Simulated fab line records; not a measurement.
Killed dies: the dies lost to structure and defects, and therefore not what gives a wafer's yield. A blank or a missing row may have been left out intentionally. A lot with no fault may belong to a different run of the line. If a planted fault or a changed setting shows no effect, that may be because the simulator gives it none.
fab line records + flow berkeley-cmos170
[record]
- lots = 6
- wafers = 18
- last-day = 12
route steps=331 shown PSD@179 NSD@187
lots that met no fault: taken from a fault-free run of the same line
start-h: hours from the record's first day to the start of the lot's first wafer shown + wait-h: hours from the lot's prior step to this one + " identical to the entry in the row above + L1.1+2: several wafers, shown together as one row + - value missing, or start not given + * or withheld: withheld + < > ~ a bound
route shown NAME@n: names a module that has steps shown in the file, with the first one's number in the route + usual: the fault-free wafers' mean and standard deviation + same: alike in all rows + chamber/n: place in a boat + sites: per-site readings + _std_site: standard deviation across them + _edge_site: inner sites' mean taken away from outer sites' mean + radius-mm: how far each site lies from the wafer's centre + mask NAME#n: copy n + behind: the most recent tool/chamber to have shaped the wafer + hold: the reason the lot was held/the length of the hold in hours/how it ended + device: the transistor (n, p or np) that didn't switch + end of line: at the end of the route, the tests of the same wafers + a step without rows: its recipe alone + killed: not the wafer's yield, but the dies lost to structure and defects at the first sort + map: the dies of a wafer, with x for killed, . for not killed, _ for no die there
set.NAME: the run value of the setting; set.NAME@STEP: its run value at that earlier step + model.NAME: the simulator's own value behind a step, which no gauge read
lots at selected steps of the route; one table per step, one row per wafer
[[steps]]
[step UCB170_PSD_PEB_04]
[recipe]
- peb-temp-c = 130
- peb-time-s = withheld
- resist = KrF
[step UCB170_PSD_DEVELOP_05]
[recipe]
- developer = TMAH
- develop-time-s = 45
- resist = KrF
- dev-temp-c = 21
[step UCB170_PSD_CD_MEAS_06]
[recipe]
- target-cd-nm = 1200
[usual]
- cd-nm = 1200.2/1.4
| lot.wafer | tool      | chamber | start-h | wait-h | cd-nm  |
|-----------|-----------|---------|---------|--------|--------|
| L530.2    | cd-sem-01 | -       | 151.53  | -      | 1200.4 |
| L530.5    | "         | -       | "       | "      | 1199.4 |
| L530.6    | "         | -       | "       | "      | 1201.0 |
| L536.1    | cd-sem-01 | -       | 195.24  | -      | 1200.7 |
| L536.2    | "         | -       | "       | "      | 1200.6 |
| L536.5    | "         | -       | "       | "      | 1200.3 |
| L542.3    | cd-sem-02 | -       | 203.99  | -      | 1201.3 |
| L542.5    | "         | -       | "       | "      | 1200.2 |
| L542.6    | "         | -       | "       | "      | 1201.7 |
| L540.2    | cd-sem-01 | -       | 204.39  | -      | 1199.2 |
| L540.4    | "         | -       | "       | "      | 1199.8 |
| L540.5    | "         | -       | "       | "      | 1200.3 |
| L541.1    | cd-sem-02 | -       | 204.49  | -      | 1201.1 |
| L541.3    | "         | -       | "       | "      | 1200.2 |
| L541.6    | "         | -       | "       | "      | 1200.4 |
| L553.1    | cd-sem-01 | -       | 267.79  | -      | 1197.1 |
| L553.4    | "         | -       | "       | "      | 1199.1 |
| L553.6    | "         | -       | "       | "      | 1199.0 |
[step UCB170_PSD_OVL_MEAS_07]
[usual]
- PSD_OVL = -2/5.9
| lot.wafer | tool       | chamber | start-h | wait-h | PSD_OVL[nm] |
|-----------|------------|---------|---------|--------|-------------|
| L530.2    | overlay-01 | -       | 151.64  | 0.1    | -3          |
| L530.5    | "          | -       | "       | "      | -6          |
| L530.6    | "          | -       | "       | "      | -3          |
| L536.1    | overlay-02 | -       | 195.36  | 0.1    | -2          |
| L536.2    | "          | -       | "       | "      | -3          |
| L536.5    | "          | -       | "       | "      | -4          |
| L542.3    | overlay-01 | -       | 204.09  | 0.1    | 2           |
| L542.5    | "          | -       | "       | "      | 3           |
| L542.6    | "          | -       | "       | "      | -8          |
| L540.2    | overlay-02 | -       | 204.50  | 0.1    | -9          |
| L540.4    | "          | -       | "       | "      | -4          |
| L540.5    | "          | -       | "       | "      | -10         |
| L541.1    | overlay-01 | -       | 204.61  | 0.1    | 0           |
| L541.3    | "          | -       | "       | "      | 2           |
| L541.6    | "          | -       | "       | "      | 1           |
| L553.1    | overlay-02 | -       | 267.91  | 0.1    | -3          |
| L553.4    | "          | -       | "       | "      | 3           |
| L553.6    | "          | -       | "       | "      | -1          |
[step UCB170_PSD_IMPLANT_08]
[recipe]
- species = B
- dose-cm2 = 3e+15
- energy-kev = 20.34
- tilt-deg = 7
[step UCB170_PSD_STRIP_09]
[recipe]
- chemistry = O2
- power-w = 400
- pressure-mtorr = 3500
- platen-temp-c = withheld
- o2-flow-sccm = 400
- overash-fraction = 0.5
[usual]
- drypump-motor-current-A = 5.7/0.45
- oes-product-au = 0.598/0.0046
- strip-time-to-endpoint-s = 29.56/0.078
| lot.wafer | tool            | chamber | start-h | wait-h | drypump-motor-current-A | oes-product-au | rf-hours-counter-h | strip-time-to-endpoint-s |
|-----------|-----------------|---------|---------|--------|-------------------------|----------------|--------------------|--------------------------|
| L530.2    | plasma-asher-04 | 1       | 151.82  | 0.1    | 5.6                     | 0.593          | 45                 | 29.50                    |
| L530.5    | "               | 0       | "       | "      | 5.6                     | 0.597          | -                  | 29.54                    |
| L530.6    | "               | 1       | "       | "      | 5.6                     | 0.598          | -                  | 29.46                    |
| L536.1    | plasma-asher-01 | 0       | 195.55  | 0.1    | 5.8                     | 0.600          | 9                  | 29.64                    |
| L536.2    | "               | 1       | "       | "      | 5.8                     | 0.599          | 9                  | 29.59                    |
| L536.5    | "               | 0       | "       | "      | 5.8                     | 0.597          | -                  | 29.61                    |
| L542.3    | plasma-asher-04 | 0       | 204.29  | 0.1    | 5.6                     | 0.600          | -                  | 29.71                    |
| L542.5    | "               | 0       | "       | "      | 5.6                     | 0.602          | -                  | 29.74                    |
| L542.6    | "               | 1       | "       | "      | 5.6                     | 0.606          | -                  | 29.70                    |
| L540.2    | plasma-asher-01 | 1       | 204.68  | 0.1    | 5.8                     | 0.600          | 11                 | 29.50                    |
| L540.4    | "               | 0       | "       | "      | 5.8                     | 0.596          | -                  | 29.60                    |
| L540.5    | "               | 0       | "       | "      | 5.8                     | 0.588          | -                  | 29.52                    |
| L541.1    | plasma-asher-02 | 1       | 204.79  | 0.1    | 6.6                     | 0.597          | 39                 | 29.61                    |
| L541.3    | "               | 1       | "       | "      | 6.6                     | 0.597          | -                  | 29.70                    |
| L541.6    | "               | 1       | "       | "      | 6.6                     | 0.604          | -                  | 29.59                    |
| L553.1    | plasma-asher-01 | 0       | 268.09  | 0.1    | 5.8                     | 0.591          | 17                 | 29.50                    |
| L553.4    | "               | 1       | "       | "      | 5.8                     | 0.597          | -                  | 29.52                    |
| L553.6    | "               | 1       | "       | "      | 5.8                     | 0.593          | -                  | 29.52                    |
[step UCB170_PSD_TW_MEAS_10]
[usual]
- PSD_TW = 2358/16
| lot.wafer | tool          | chamber | start-h | wait-h | PSD_TW |
|-----------|---------------|---------|---------|--------|--------|
| L530.2    | film-metro-01 | -       | 151.93  | 0.1    | 2388   |
| L530.5    | "             | -       | "       | "      | 2369   |
| L530.6    | "             | -       | "       | "      | 2377   |
| L536.1    | film-metro-04 | -       | 195.65  | 0.1    | 2354   |
| L536.2    | "             | -       | "       | "      | 2338   |
| L536.5    | "             | -       | "       | "      | 2335   |
| L542.3    | film-metro-04 | -       | 204.38  | 0.1    | 2346   |
| L542.5    | "             | -       | "       | "      | 2363   |
| L542.6    | "             | -       | "       | "      | 2351   |
| L540.2    | film-metro-01 | -       | 204.79  | 0.1    | 2364   |
| L540.4    | "             | -       | "       | "      | 2365   |
| L540.5    | "             | -       | "       | "      | 2355   |
| L541.1    | film-metro-04 | -       | 204.89  | 0.1    | 2331   |
| L541.3    | "             | -       | "       | "      | 2334   |
| L541.6    | "             | -       | "       | "      | 2342   |
| L553.1    | film-metro-04 | -       | 268.19  | 0.1    | 2350   |
| L553.4    | "             | -       | "       | "      | 2340   |
| L553.6    | "             | -       | "       | "      | 2353   |
[step UCB170_PSD_CLEAN_11]
[recipe]
- chemistry = SPM
- temp-c = 120
- time-s = 600
[step UCB170_NSD_HMDS_00]
[recipe]
- prime-time-s = 60
- prime-temp-c = 100
[step UCB170_NSD_COAT_01]
[recipe]
- resist = KrF
- spin-rpm = 1500
- resist-thk-nm = 900
[step UCB170_NSD_SOFTBAKE_02]
[recipe]
- resist = KrF
- temp-c = 130
- time-s = 60
[step UCB170_NSD_EXPOSE_03]
[recipe]
- mask-id = NSELECT_MOD
- na = 0.5
- sigma-outer = 0.6
- source-shape = conventional
- target-cd-nm = 1200
- dose-mj = 30
[step UCB170_NSD_PEB_04]
[recipe]
- peb-temp-c = 130
- peb-time-s = withheld
- resist = KrF
[usual]
- chill-plate-temp-C = 22.98/0.1
- exhaust-pa = 45.1/0.95
| lot.wafer | tool           | chamber | start-h | wait-h | chill-plate-temp-C | exhaust-pa |
|-----------|----------------|---------|---------|--------|--------------------|------------|
| L530.2    | litho-track-02 | 0       | 153.05  | 0.1    | 22.89              | 46.5       |
| L530.5    | "              | 0       | "       | "      | 23.05              | 46.0       |
| L530.6    | "              | 0       | "       | "      | 23.19              | 46.8       |
| L536.1    | litho-track-02 | 0       | 199.09  | 0.6    | 22.87              | 46.6       |
| L536.2    | "              | 0       | "       | "      | 23.09              | 45.5       |
| L536.5    | "              | 0       | "       | "      | 22.81              | 45.3       |
| L542.3    | litho-track-04 | -       | 206.84  | 0.4    | -                  | -          |
| L542.5    | "              | -       | "       | "      | -                  | -          |
| L542.6    | "              | -       | "       | "      | -                  | -          |
| L541.1    | litho-track-02 | -       | 207.00  | 0.5    | -                  | -          |
| L541.3    | "              | -       | "       | "      | -                  | -          |
| L541.6    | "              | -       | "       | "      | -                  | -          |
| L540.2    | litho-track-04 | 0       | 207.09  | 0.2    | 22.94              | 44.4       |
| L540.4    | "              | 0       | "       | "      | 22.93              | 44.9       |
| L540.5    | "              | 0       | "       | "      | 22.81              | 45.8       |
| L553.1    | litho-track-02 | 0       | 269.35  | 0.4    | 22.96              | 44.7       |
| L553.4    | "              | 0       | "       | "      | 22.97              | 44.3       |
| L553.6    | "              | 0       | "       | "      | 22.95              | 43.8       |
[step UCB170_NSD_DEVELOP_05]
[recipe]
- developer = TMAH
- develop-time-s = 45
- resist = KrF
- dev-temp-c = 21
[[key]]
[first-sign]
- step = UCB170_NSD_PEB_04
- reading = tool-record
- direction = missing
effect none on later readings
met-at UCB170_NSD_PEB_04
struck-wafers L541.1,L541.3,L541.6,L542.3,L542.5,L542.6
sort-left-out L541.1,L541.3,L541.6,L542.3,L542.5,L542.6
tester-left-out L541,L542
onset-between 199.09 206.84
[fault]
- kind = skipped-step-whole
- tool = litho-track-02,litho-track-04
- chamber = -
- onset-h = 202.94
- steps = UCB170_NSD_PEB_04
- scope = struck-lots-only
// tester-left-out: of these lots the tester's yield and bins aren't shown, on N5 and GAA mostly nor the transistor test; their killed dies are dies lost to structure and defects alone, not to doping, threshold or leakage, so they don't give the yield
// sort-left-out: the simulated sort isn't trusted on such a fault, so these wafers' sort isn't shown, and their yield isn't known
